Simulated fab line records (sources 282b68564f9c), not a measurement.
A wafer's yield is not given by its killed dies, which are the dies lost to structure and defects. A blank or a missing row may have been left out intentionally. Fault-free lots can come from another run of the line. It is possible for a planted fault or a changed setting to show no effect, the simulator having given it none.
fab line records :: flow ritCmos
[record]
  lots = 14
  wafers = 42
  lastDay = 7
route steps=202 shown NLDD@111
lots that met no fault: taken from a fault-free run of the same line
startH: hours from the record's opening day to when the first of the lot's shown wafers began :: waitH: hours from the lot's prior step to this one :: " as in the row above :: L1.1+2: a row that stands for several wafers :: - no value present, or no start provided :: * or withheld: withheld :: < > ~ a bound
route shown NAME@n: names a module that has steps shown in the file, with the first one's number in the route :: usual: the fault-free wafers' mean and standard deviation :: same: alike in all rows :: chamber/n: place in a boat :: sites: per-site readings :: _std_site: the values' standard deviation :: _edge_site: inner sites' mean taken away from outer sites' mean :: radiusMm: for every site, how far away it sits from the centre of the wafer :: mask NAME#n: copy n :: behind: the most recent tool/chamber to have shaped the wafer :: hold: why the lot was held/for how many hours/how that ended :: device: transistor that didn't switch, given as n, p or np :: end of line: at the end of the route, the tests of the same wafers :: a step given without rows: its recipe and nothing more :: killed: dies that structure and defects cost at the first sort, which is not the same as the wafer's yield :: map: shows each die of a wafer: x if killed, . if not, _ if none is there
set.NAME: the setting that was run; set.NAME@STEP: the one run at that earlier step :: model.NAME: the simulator's own value behind a step, which no gauge read
one table for each step of the route and one row for each wafer, over a sample of lots
services: the hour from which a tool's chamber was out of use, counted from the record's first day as startH (under 0 if before that day), plus the number of hours and why
[[steps]]
[step RIT_NLDD_IMPLANT_08]
[recipe]
  species = P
  energyKev = 20
  doseCm2 = 5e+14
  tiltDeg = 7
[usual]
  doseIonsCm2 = 4.999e+14/6.1e+11
  endStationPressureTorr = 6.3e-06/3.4e-07
  faradayCurrentUA = 1568/30
[same]
  implantIonAmu = 31
lot.wafer: L170.3
tool: implanter-04
chamber: 0
startH: 58.27
waitH: 0.1
doseIonsCm2: 4.997e+14
endStationPressureTorr: 6.1e-06
faradayCurrentUA: 1508

lot.wafer: L170.5
tool: implanter-04
chamber: 0
startH: 58.27
waitH: 0.1
doseIonsCm2: 5.001e+14
endStationPressureTorr: 6.3e-06
faradayCurrentUA: 1556

lot.wafer: L170.6
tool: implanter-04
chamber: 0
startH: 58.27
waitH: 0.1
doseIonsCm2: 5.011e+14
endStationPressureTorr: 5.8e-06
faradayCurrentUA: 1573

lot.wafer: L172.1
tool: implanter-01
chamber: 0
startH: 63.55
waitH: 0.1
doseIonsCm2: 4.997e+14
endStationPressureTorr: 6.6e-06
faradayCurrentUA: 1554

lot.wafer: L172.3
tool: implanter-01
chamber: 0
startH: 63.55
waitH: 0.1
doseIonsCm2: 5.006e+14
endStationPressureTorr: 5.7e-06
faradayCurrentUA: 1541

lot.wafer: L172.5
tool: implanter-01
chamber: 0
startH: 63.55
waitH: 0.1
doseIonsCm2: 5.005e+14
endStationPressureTorr: 6.5e-06
faradayCurrentUA: 1552

lot.wafer: L171.2
tool: implanter-04
chamber: 0
startH: 64.03
waitH: 0.1
doseIonsCm2: 4.996e+14
endStationPressureTorr: 6.2e-06
faradayCurrentUA: 1588

lot.wafer: L171.4
tool: implanter-04
chamber: 0
startH: 64.03
waitH: 0.1
doseIonsCm2: 5.005e+14
endStationPressureTorr: 6.6e-06
faradayCurrentUA: 1578

lot.wafer: L171.6
tool: implanter-04
chamber: 0
startH: 64.03
waitH: 0.1
doseIonsCm2: 5.005e+14
endStationPressureTorr: 6.6e-06
faradayCurrentUA: 1629

lot.wafer: L173.1
tool: implanter-04
chamber: 0
startH: 69.38
waitH: 0.1
doseIonsCm2: 5.004e+14
endStationPressureTorr: 6.6e-06
faradayCurrentUA: 1608

lot.wafer: L173.2
tool: implanter-04
chamber: 0
startH: 69.38
waitH: 0.1
doseIonsCm2: 4.995e+14
endStationPressureTorr: 5.9e-06
faradayCurrentUA: 1538

lot.wafer: L173.3
tool: implanter-04
chamber: 0
startH: 69.38
waitH: 0.1
doseIonsCm2: 5.006e+14
endStationPressureTorr: 6e-06
faradayCurrentUA: 1574

lot.wafer: L174.1
tool: implanter-01
chamber: 0
startH: 72.01
waitH: 0.1
doseIonsCm2: 4.987e+14
endStationPressureTorr: 6.2e-06
faradayCurrentUA: 1591

lot.wafer: L174.3
tool: implanter-01
chamber: 0
startH: 72.01
waitH: 0.1
doseIonsCm2: 4.997e+14
endStationPressureTorr: 6.6e-06
faradayCurrentUA: 1626

lot.wafer: L174.6
tool: implanter-01
chamber: 0
startH: 72.01
waitH: 0.1
doseIonsCm2: 5.006e+14
endStationPressureTorr: 6.3e-06
faradayCurrentUA: 1581

lot.wafer: L175.3
tool: implanter-03
chamber: 0
startH: 80.75
waitH: 0.1
doseIonsCm2: 5.005e+14
endStationPressureTorr: 6.5e-06
faradayCurrentUA: 1519

lot.wafer: L175.4
tool: implanter-03
chamber: 0
startH: 80.75
waitH: 0.1
doseIonsCm2: 4.998e+14
endStationPressureTorr: 5.9e-06
faradayCurrentUA: 1588

lot.wafer: L175.5
tool: implanter-03
chamber: 0
startH: 80.75
waitH: 0.1
doseIonsCm2: 5.001e+14
endStationPressureTorr: 5.6e-06
faradayCurrentUA: 1620

lot.wafer: L176.2
tool: implanter-01
chamber: 0
startH: 83.15
waitH: 0.1
doseIonsCm2: 5.002e+14
endStationPressureTorr: 6.6e-06
faradayCurrentUA: 1544

lot.wafer: L176.4
tool: implanter-01
chamber: 0
startH: 83.15
waitH: 0.1
doseIonsCm2: 5.003e+14
endStationPressureTorr: 5.7e-06
faradayCurrentUA: 1558

lot.wafer: L176.5
tool: implanter-01
chamber: 0
startH: 83.15
waitH: 0.1
doseIonsCm2: 4.997e+14
endStationPressureTorr: 6.3e-06
faradayCurrentUA: 1599

lot.wafer: L178.1
tool: implanter-03
chamber: 0
startH: 85.81
waitH: 0.1
doseIonsCm2: 5.014e+14
endStationPressureTorr: 5.7e-06
faradayCurrentUA: 1543

lot.wafer: L178.2
tool: implanter-03
chamber: 0
startH: 85.81
waitH: 0.1
doseIonsCm2: 5.014e+14
endStationPressureTorr: 5.9e-06
faradayCurrentUA: 1585

lot.wafer: L178.4
tool: implanter-03
chamber: 0
startH: 85.81
waitH: 0.1
doseIonsCm2: 5.012e+14
endStationPressureTorr: 6.8e-06
faradayCurrentUA: 1535

lot.wafer: L177.3
tool: implanter-03
chamber: 0
startH: 87.63
waitH: 0.1
doseIonsCm2: 4.992e+14
endStationPressureTorr: 6.2e-06
faradayCurrentUA: 1569

lot.wafer: L177.4
tool: implanter-03
chamber: 0
startH: 87.63
waitH: 0.1
doseIonsCm2: 4.991e+14
endStationPressureTorr: 6.6e-06
faradayCurrentUA: 1541

lot.wafer: L177.6
tool: implanter-03
chamber: 0
startH: 87.63
waitH: 0.1
doseIonsCm2: 4.987e+14
endStationPressureTorr: 6.5e-06
faradayCurrentUA: 1552

lot.wafer: L182.2
tool: implanter-04
chamber: 0
startH: 105.72
waitH: 0.1
doseIonsCm2: 8.082e+14
endStationPressureTorr: 7.1e-06
faradayCurrentUA: 2460

lot.wafer: L182.4
tool: implanter-04
chamber: 0
startH: 105.72
waitH: 0.1
doseIonsCm2: 8.077e+14
endStationPressureTorr: 7.8e-06
faradayCurrentUA: 2546

lot.wafer: L182.6
tool: implanter-04
chamber: 0
startH: 105.72
waitH: 0.1
doseIonsCm2: 8.074e+14
endStationPressureTorr: 6.9e-06
faradayCurrentUA: 2478

lot.wafer: L185.2
tool: implanter-01
chamber: 0
startH: 118.44
waitH: 0.1
doseIonsCm2: 4.995e+14
endStationPressureTorr: 5.7e-06
faradayCurrentUA: 1595

lot.wafer: L185.3
tool: implanter-01
chamber: 0
startH: 118.44
waitH: 0.1
doseIonsCm2: 4.993e+14
endStationPressureTorr: 5.7e-06
faradayCurrentUA: 1582

lot.wafer: L185.6
tool: implanter-01
chamber: 0
startH: 118.44
waitH: 0.1
doseIonsCm2: 4.999e+14
endStationPressureTorr: 6.2e-06
faradayCurrentUA: 1541

lot.wafer: L186.2
tool: implanter-04
chamber: 0
startH: 123.40
waitH: 0.1
doseIonsCm2: 8.079e+14
endStationPressureTorr: 7.5e-06
faradayCurrentUA: 2538

lot.wafer: L186.3
tool: implanter-04
chamber: 0
startH: 123.40
waitH: 0.1
doseIonsCm2: 8.085e+14
endStationPressureTorr: 7.4e-06
faradayCurrentUA: 2577

lot.wafer: L186.6
tool: implanter-04
chamber: 0
startH: 123.40
waitH: 0.1
doseIonsCm2: 8.078e+14
endStationPressureTorr: 7.5e-06
faradayCurrentUA: 2508

lot.wafer: L190.1
tool: implanter-01
chamber: 0
startH: 145.42
waitH: 0.1
doseIonsCm2: 4.993e+14
endStationPressureTorr: 6.2e-06
faradayCurrentUA: 1579

lot.wafer: L190.2
tool: implanter-01
chamber: 0
startH: 145.42
waitH: 0.1
doseIonsCm2: 4.992e+14
endStationPressureTorr: 6.7e-06
faradayCurrentUA: 1588

lot.wafer: L190.5
tool: implanter-01
chamber: 0
startH: 145.42
waitH: 0.1
doseIonsCm2: 4.995e+14
endStationPressureTorr: 6.7e-06
faradayCurrentUA: 1568

lot.wafer: L191.4
tool: implanter-01
chamber: 0
startH: 151.82
waitH: 0.1
doseIonsCm2: 4.992e+14
endStationPressureTorr: 6.4e-06
faradayCurrentUA: 1542

lot.wafer: L191.5
tool: implanter-01
chamber: 0
startH: 151.82
waitH: 0.1
doseIonsCm2: 5.01e+14
endStationPressureTorr: 6.2e-06
faradayCurrentUA: 1542

lot.wafer: L191.6
tool: implanter-01
chamber: 0
startH: 151.82
waitH: 0.1
doseIonsCm2: 4.994e+14
endStationPressureTorr: 6.1e-06
faradayCurrentUA: 1539
[step RIT_NLDD_TW_MEAS_10]
[usual]
  NLDD_TW = 2493/31
lot.wafer: L170.3
tool: filmMetro-01
chamber: -
startH: 58.56
waitH: 0.1
NLDD_TW: 2479

lot.wafer: L170.5
tool: filmMetro-01
chamber: -
startH: 58.56
waitH: 0.1
NLDD_TW: 2458

lot.wafer: L170.6
tool: filmMetro-01
chamber: -
startH: 58.56
waitH: 0.1
NLDD_TW: 2467

lot.wafer: L172.1
tool: filmMetro-04
chamber: -
startH: 63.88
waitH: 0.1
NLDD_TW: 2481

lot.wafer: L172.3
tool: filmMetro-04
chamber: -
startH: 63.88
waitH: 0.1
NLDD_TW: 2464

lot.wafer: L172.5
tool: filmMetro-04
chamber: -
startH: 63.88
waitH: 0.1
NLDD_TW: 2469

lot.wafer: L171.2
tool: filmMetro-01
chamber: -
startH: 64.34
waitH: 0.1
NLDD_TW: 2454

lot.wafer: L171.4
tool: filmMetro-01
chamber: -
startH: 64.34
waitH: 0.1
NLDD_TW: 2462

lot.wafer: L171.6
tool: filmMetro-01
chamber: -
startH: 64.34
waitH: 0.1
NLDD_TW: 2455

lot.wafer: L173.1
tool: filmMetro-03
chamber: -
startH: 69.71
waitH: 0.1
NLDD_TW: 2515

lot.wafer: L173.2
tool: filmMetro-03
chamber: -
startH: 69.71
waitH: 0.1
NLDD_TW: 2534

lot.wafer: L173.3
tool: filmMetro-03
chamber: -
startH: 69.71
waitH: 0.1
NLDD_TW: 2533

lot.wafer: L174.1
tool: filmMetro-03
chamber: -
startH: 72.34
waitH: 0.1
NLDD_TW: 2523

lot.wafer: L174.3
tool: filmMetro-03
chamber: -
startH: 72.34
waitH: 0.1
NLDD_TW: 2527

lot.wafer: L174.6
tool: filmMetro-03
chamber: -
startH: 72.34
waitH: 0.1
NLDD_TW: 2509

lot.wafer: L175.3
tool: filmMetro-04
chamber: -
startH: 81.04
waitH: 0.1
NLDD_TW: 2494

lot.wafer: L175.4
tool: filmMetro-04
chamber: -
startH: 81.04
waitH: 0.1
NLDD_TW: 2498

lot.wafer: L175.5
tool: filmMetro-04
chamber: -
startH: 81.04
waitH: 0.1
NLDD_TW: 2488

lot.wafer: L176.2
tool: filmMetro-01
chamber: -
startH: 83.46
waitH: 0.1
NLDD_TW: 2463

lot.wafer: L176.4
tool: filmMetro-01
chamber: -
startH: 83.46
waitH: 0.1
NLDD_TW: 2446

lot.wafer: L176.5
tool: filmMetro-01
chamber: -
startH: 83.46
waitH: 0.1
NLDD_TW: 2453

lot.wafer: L178.1
tool: filmMetro-03
chamber: -
startH: 86.14
waitH: 0.1
NLDD_TW: 2510

lot.wafer: L178.2
tool: filmMetro-03
chamber: -
startH: 86.14
waitH: 0.1
NLDD_TW: 2509

lot.wafer: L178.4
tool: filmMetro-03
chamber: -
startH: 86.14
waitH: 0.1
NLDD_TW: 2530

lot.wafer: L177.3
tool: filmMetro-01
chamber: -
startH: 87.93
waitH: 0.1
NLDD_TW: 2458

lot.wafer: L177.4
tool: filmMetro-01
chamber: -
startH: 87.93
waitH: 0.1
NLDD_TW: 2469

lot.wafer: L177.6
tool: filmMetro-01
chamber: -
startH: 87.93
waitH: 0.1
NLDD_TW: 2453

lot.wafer: L182.2
tool: filmMetro-04
chamber: -
startH: 106.03
waitH: 0.1
NLDD_TW: 2803

lot.wafer: L182.4
tool: filmMetro-04
chamber: -
startH: 106.03
waitH: 0.1
NLDD_TW: 2797

lot.wafer: L182.6
tool: filmMetro-04
chamber: -
startH: 106.03
waitH: 0.1
NLDD_TW: 2816

lot.wafer: L185.2
tool: filmMetro-04
chamber: -
startH: 118.75
waitH: 0.1
NLDD_TW: 2508

lot.wafer: L185.3
tool: filmMetro-04
chamber: -
startH: 118.75
waitH: 0.1
NLDD_TW: 2485

lot.wafer: L185.6
tool: filmMetro-04
chamber: -
startH: 118.75
waitH: 0.1
NLDD_TW: 2491

lot.wafer: L186.2
tool: filmMetro-03
chamber: -
startH: 123.71
waitH: 0.1
NLDD_TW: 2863

lot.wafer: L186.3
tool: filmMetro-03
chamber: -
startH: 123.71
waitH: 0.1
NLDD_TW: 2852

lot.wafer: L186.6
tool: filmMetro-03
chamber: -
startH: 123.71
waitH: 0.1
NLDD_TW: 2857

lot.wafer: L190.1
tool: filmMetro-03
chamber: -
startH: 145.75
waitH: 0.1
NLDD_TW: 2519

lot.wafer: L190.2
tool: filmMetro-03
chamber: -
startH: 145.75
waitH: 0.1
NLDD_TW: 2530

lot.wafer: L190.5
tool: filmMetro-03
chamber: -
startH: 145.75
waitH: 0.1
NLDD_TW: 2538

lot.wafer: L191.4
tool: filmMetro-01
chamber: -
startH: 152.10
waitH: 0.1
NLDD_TW: 2465

lot.wafer: L191.5
tool: filmMetro-01
chamber: -
startH: 152.10
waitH: 0.1
NLDD_TW: 2461

lot.wafer: L191.6
tool: filmMetro-01
chamber: -
startH: 152.10
waitH: 0.1
NLDD_TW: 2457
[step RIT_SDANNEAL_RS_MEAS_07]
[recipe]
  thkMeasGauge = four-point-probe
[usual]
  NLDD_RS = 151.5/0.55
lot.wafer: L170.3
tool: filmMetro-01
chamber: -
startH: 66.80
waitH: 0.1
NLDD_RS[ohm/sq]: 150.6

lot.wafer: L170.5
tool: filmMetro-01
chamber: -
startH: 66.80
waitH: 0.1
NLDD_RS[ohm/sq]: 150.9

lot.wafer: L170.6
tool: filmMetro-01
chamber: -
startH: 66.80
waitH: 0.1
NLDD_RS[ohm/sq]: 150.7

lot.wafer: L172.1
tool: filmMetro-04
chamber: -
startH: 72.40
waitH: 0.1
NLDD_RS[ohm/sq]: 152.1

lot.wafer: L172.3
tool: filmMetro-04
chamber: -
startH: 72.40
waitH: 0.1
NLDD_RS[ohm/sq]: 152.1

lot.wafer: L172.5
tool: filmMetro-04
chamber: -
startH: 72.40
waitH: 0.1
NLDD_RS[ohm/sq]: 151.8

lot.wafer: L171.2
tool: filmMetro-01
chamber: -
startH: 72.80
waitH: 0.1
NLDD_RS[ohm/sq]: 152.1

lot.wafer: L171.4
tool: filmMetro-01
chamber: -
startH: 72.80
waitH: 0.1
NLDD_RS[ohm/sq]: 151.6

lot.wafer: L171.6
tool: filmMetro-01
chamber: -
startH: 72.80
waitH: 0.1
NLDD_RS[ohm/sq]: 151.8

lot.wafer: L173.1
tool: filmMetro-04
chamber: -
startH: 78.40
waitH: 0.1
NLDD_RS[ohm/sq]: 152.4

lot.wafer: L173.2
tool: filmMetro-04
chamber: -
startH: 78.40
waitH: 0.1
NLDD_RS[ohm/sq]: 152.6

lot.wafer: L173.3
tool: filmMetro-04
chamber: -
startH: 78.40
waitH: 0.1
NLDD_RS[ohm/sq]: 152.6

lot.wafer: L174.1
tool: filmMetro-03
chamber: -
startH: 81.65
waitH: 0.1
NLDD_RS[ohm/sq]: 150.8

lot.wafer: L174.3
tool: filmMetro-03
chamber: -
startH: 81.65
waitH: 0.1
NLDD_RS[ohm/sq]: 151.1

lot.wafer: L174.6
tool: filmMetro-03
chamber: -
startH: 81.65
waitH: 0.1
NLDD_RS[ohm/sq]: 150.2

lot.wafer: L175.3
tool: filmMetro-01
chamber: -
startH: 89.09
waitH: 0.1
NLDD_RS[ohm/sq]: 152.3

lot.wafer: L175.4
tool: filmMetro-01
chamber: -
startH: 89.09
waitH: 0.1
NLDD_RS[ohm/sq]: 152.2

lot.wafer: L175.5
tool: filmMetro-01
chamber: -
startH: 89.09
waitH: 0.1
NLDD_RS[ohm/sq]: 152.1

lot.wafer: L176.2
tool: filmMetro-04
chamber: -
startH: 91.19
waitH: 0.1
NLDD_RS[ohm/sq]: 150.9

lot.wafer: L176.4
tool: filmMetro-04
chamber: -
startH: 91.19
waitH: 0.1
NLDD_RS[ohm/sq]: 151.7

lot.wafer: L176.5
tool: filmMetro-04
chamber: -
startH: 91.19
waitH: 0.1
NLDD_RS[ohm/sq]: 151.4

lot.wafer: L178.1
tool: filmMetro-04
chamber: -
startH: 94.92
waitH: 0.1
NLDD_RS[ohm/sq]: 152.0

lot.wafer: L178.2
tool: filmMetro-04
chamber: -
startH: 94.92
waitH: 0.1
NLDD_RS[ohm/sq]: 151.5

lot.wafer: L178.4
tool: filmMetro-04
chamber: -
startH: 94.92
waitH: 0.1
NLDD_RS[ohm/sq]: 151.4

lot.wafer: L177.3
tool: filmMetro-03
chamber: -
startH: 96.02
waitH: 0.1
NLDD_RS[ohm/sq]: 151.4

lot.wafer: L177.4
tool: filmMetro-03
chamber: -
startH: 96.02
waitH: 0.1
NLDD_RS[ohm/sq]: 151.7

lot.wafer: L177.6
tool: filmMetro-03
chamber: -
startH: 96.02
waitH: 0.1
NLDD_RS[ohm/sq]: 151.5

lot.wafer: L182.2
tool: filmMetro-01
chamber: -
startH: 114.21
waitH: 0.1
NLDD_RS[ohm/sq]: 102.8

lot.wafer: L182.4
tool: filmMetro-01
chamber: -
startH: 114.21
waitH: 0.1
NLDD_RS[ohm/sq]: 102.7

lot.wafer: L182.6
tool: filmMetro-01
chamber: -
startH: 114.21
waitH: 0.1
NLDD_RS[ohm/sq]: 102.5

lot.wafer: L185.2
tool: filmMetro-04
chamber: -
startH: 126.55
waitH: 0.1
NLDD_RS[ohm/sq]: 150.7

lot.wafer: L185.3
tool: filmMetro-04
chamber: -
startH: 126.55
waitH: 0.1
NLDD_RS[ohm/sq]: 150.6

lot.wafer: L185.6
tool: filmMetro-04
chamber: -
startH: 126.55
waitH: 0.1
NLDD_RS[ohm/sq]: 150.6

lot.wafer: L186.2
tool: filmMetro-01
chamber: -
startH: 131.67
waitH: 0.1
NLDD_RS[ohm/sq]: 102.5

lot.wafer: L186.3
tool: filmMetro-01
chamber: -
startH: 131.67
waitH: 0.1
NLDD_RS[ohm/sq]: 102.5

lot.wafer: L186.6
tool: filmMetro-01
chamber: -
startH: 131.67
waitH: 0.1
NLDD_RS[ohm/sq]: 102.4

lot.wafer: L190.1
tool: filmMetro-03
chamber: -
startH: 153.43
waitH: 0.1
NLDD_RS[ohm/sq]: 151.3

lot.wafer: L190.2
tool: filmMetro-03
chamber: -
startH: 153.43
waitH: 0.1
NLDD_RS[ohm/sq]: 151.9

lot.wafer: L190.5
tool: filmMetro-03
chamber: -
startH: 153.43
waitH: 0.1
NLDD_RS[ohm/sq]: 151.6

lot.wafer: L191.4
tool: filmMetro-04
chamber: -
startH: 160.03
waitH: 0.1
NLDD_RS[ohm/sq]: 151.7

lot.wafer: L191.5
tool: filmMetro-04
chamber: -
startH: 160.03
waitH: 0.1
NLDD_RS[ohm/sq]: 151.6

lot.wafer: L191.6
tool: filmMetro-04
chamber: -
startH: 160.03
waitH: 0.1
NLDD_RS[ohm/sq]: 151.4
[[services]]
tool: implanter-04
chamber: -
startH: 36.21
hours: 2.1
kind: repair

tool: implanter-03
chamber: -
startH: 45.43
hours: 5.1
kind: repair

tool: implanter-04
chamber: -
startH: 78.57
hours: 3.8
kind: pm

tool: implanter-03
chamber: -
startH: 119.76
hours: 7.8
kind: repair

tool: implanter-04
chamber: -
startH: 133.82
hours: 3.4
kind: pm

tool: implanter-03
chamber: -
startH: 147.86
hours: 17.0
kind: repair
[[key]]
[firstSign]
  step = RIT_NLDD_IMPLANT_08
  reading = doseIonsCm2
  direction = up
  sigmas = 99+
  usual = 4.999e+14
  struck = 8.079e+14
[effect]
  step = RIT_NLDD_IMPLANT_08
  reading = faradayCurrentUA
  direction = up
  sigmas = 32
  usual = 1568
  struck = 2518
[effect]
  step = RIT_NLDD_TW_MEAS_10
  reading = NLDD_TW
  direction = up
  sigmas = 11
  usual = 2493
  struck = 2831
[effect]
  step = RIT_SDANNEAL_RS_MEAS_07
  reading = NLDD_RS
  direction = down
  sigmas = 89
  usual = 151.5
  struck = 102.6
metAt RIT_NLDD_IMPLANT_08
struckLots L182,L186
testerLeftOut L182,L186
onsetBetween 69.38 105.72
[fault]
  kind = processParameterDrift
  tool = implanter-04
  chamber = -
  onsetH = 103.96
  steps = RIT_NLDD_IMPLANT_08
  channel = doseCm2
  offset = 3.0767e+14
  shape = step
  endH = 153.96
  actsIn = theseRecipesOnly
  stated = 5e+14
// testerLeftOut: of these lots the tester's yield and bins aren't shown, on N5 and GAA mostly nor the transistor test; their killed dies are dies lost to structure and defects alone, not to doping, threshold or leakage, so they don't give the yield
